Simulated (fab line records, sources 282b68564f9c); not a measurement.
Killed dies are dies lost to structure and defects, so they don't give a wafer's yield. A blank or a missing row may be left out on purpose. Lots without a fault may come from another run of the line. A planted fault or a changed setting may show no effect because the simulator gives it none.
Which tool did it? | flow rit_cmos | 14 lots, 42 wafers sampled, at 2 steps of a route of 202

WHAT THE GAUGES READ, wafer by wafer
RIT_GATE_THK_MEAS_07. Usual: GATE_OXIDE_THK 2.98 nm, standard deviation 0.059.
lot  | measured    | on            | GATE_OXIDE_THK (nm) | flag
L390 | day 2 21:12 | film_metro-04 | 2.99 3.02 3.00      |
L391 | day 3 00:24 | film_metro-02 | 2.98 2.90 2.91      |
L394 | day 3 18:57 | film_metro-03 | 2.93 2.95 2.91      |
L395 | day 3 23:26 | film_metro-03 | 2.93 2.92 2.99      |
L396 | day 4 02:41 | film_metro-04 | 2.91 2.99 2.98      |
L397 | day 4 10:25 | film_metro-03 | 2.95 3.01 2.94      |
L398 | day 4 20:53 | film_metro-03 | 3.31 3.32 3.37      | OFF
L403 | day 5 12:23 | film_metro-04 | 3.30 3.37 3.52      | OFF
L404 | day 5 15:52 | film_metro-02 | 2.97 2.99 3.01      |
L406 | day 6 02:32 | film_metro-04 | 2.93 2.99 2.94      |
L408 | day 6 14:17 | film_metro-02 | 2.91 2.91 2.96      |
L409 | day 6 17:31 | film_metro-03 | 3.04 2.95 2.99      |
L410 | day 7 05:45 | film_metro-04 | 3.09 3.04 3.02      |
L411 | day 7 10:28 | film_metro-04 | 2.99 3.02 3.03      |

WHICH TOOL RAN EACH LOT (tool, then ch and the chambers of the sampled wafers, then the start)
lot  | RIT_GATE_OXIDATION_05
L390 | furnace-04 ch 0, day 2 19:22
L391 | furnace-04 ch 0, day 2 23:04
L394 | furnace-04 ch 0, day 3 12:32
L395 | furnace-03 ch 0, day 3 18:57
L396 | furnace-04 ch 0, day 4 01:21
L397 | furnace-01 ch 0, day 4 08:38
L398 | furnace-04 ch 0, day 4 17:55
L403 | furnace-04 ch 0, day 5 11:03
L404 | furnace-01 ch 0, day 5 14:32
L406 | furnace-01 ch 0, day 6 01:11
L408 | furnace-01 ch 0, day 6 11:02
L409 | furnace-03 ch 0, day 6 16:11
L410 | furnace-03 ch 0, day 7 00:34
L411 | furnace-03 ch 0, day 7 05:45
- RIT_GATE_OXIDATION_05: target thk 3 nm, ox time 270 s.

WHAT THE TOOLS THEMSELVES READ (means of the sampled wafers that have a number; where no wafer has one, the mark that the record gives instead)
RIT_GATE_OXIDATION_05. Usual: ox_temp_c 900.0 C, standard deviation 0.42; zone_power_centre_pct 40.0 %, standard deviation 2.3.
lot  | tool       | ox_temp_c (C) | zone_power_centre_pct (%) | flag
L390 | furnace-04 | 900.2         | 37.9                      |
L391 | furnace-04 | 900.2         | 37.8                      |
L394 | furnace-04 | 899.9         | 38.0                      |
L395 | furnace-03 | 900.2         | 43.0                      |
L396 | furnace-04 | 900.4         | 37.8                      |
L397 | furnace-01 | 899.6         | 38.9                      |
L398 | furnace-04 | 900.0         | 38.0                      |
L403 | furnace-04 | 899.8         | 37.6                      |
L404 | furnace-01 | 899.3         | 38.8                      |
L406 | furnace-01 | 899.4         | 37.9                      |
L408 | furnace-01 | 899.5         | 39.1                      |
L409 | furnace-03 | 900.0         | 42.8                      |
L410 | furnace-03 | 900.2         | 42.9                      |
L411 | furnace-03 | 899.5         | 43.0                      |

THE ANSWER, worked out from the rows above alone
Rule: a lot is off if the mean of its wafers that have a number lies more than 3 standard deviations from the usual mean. A lot without any number at a reading at which 4 lots or more have one is off too. The other lots that the step has rows for count as sound. The gauges are gone through in route order, then the tools' own readings, and for those a lot's mean is taken as printed above. The first step at which some lot is off is used, and at that step the reading that is off furthest; a lot without a number counts as furthest.
Off: L398, L403, at RIT_GATE_THK_MEAS_07 (GATE_OXIDE_THK).
A tool fits if, at a process step before that reading, it ran every lot that is off, and no sound lot after the first of them. The gauges at RIT_GATE_THK_MEAS_07 are tried like those tools. One fits: furnace-04 at RIT_GATE_OXIDATION_05. Its last sound lot is L396 (day 4 01:21), its first lot that is off L398 (day 4 17:55): a fault that began between those two fits.

WHAT THE SIMULATOR HAD PUT IN
Process parameter drift: furnace-04, from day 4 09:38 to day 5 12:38, at RIT_GATE_OXIDATION_05. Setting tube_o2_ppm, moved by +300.
Lots struck among those shown: L398, L403. The rule above found the same.
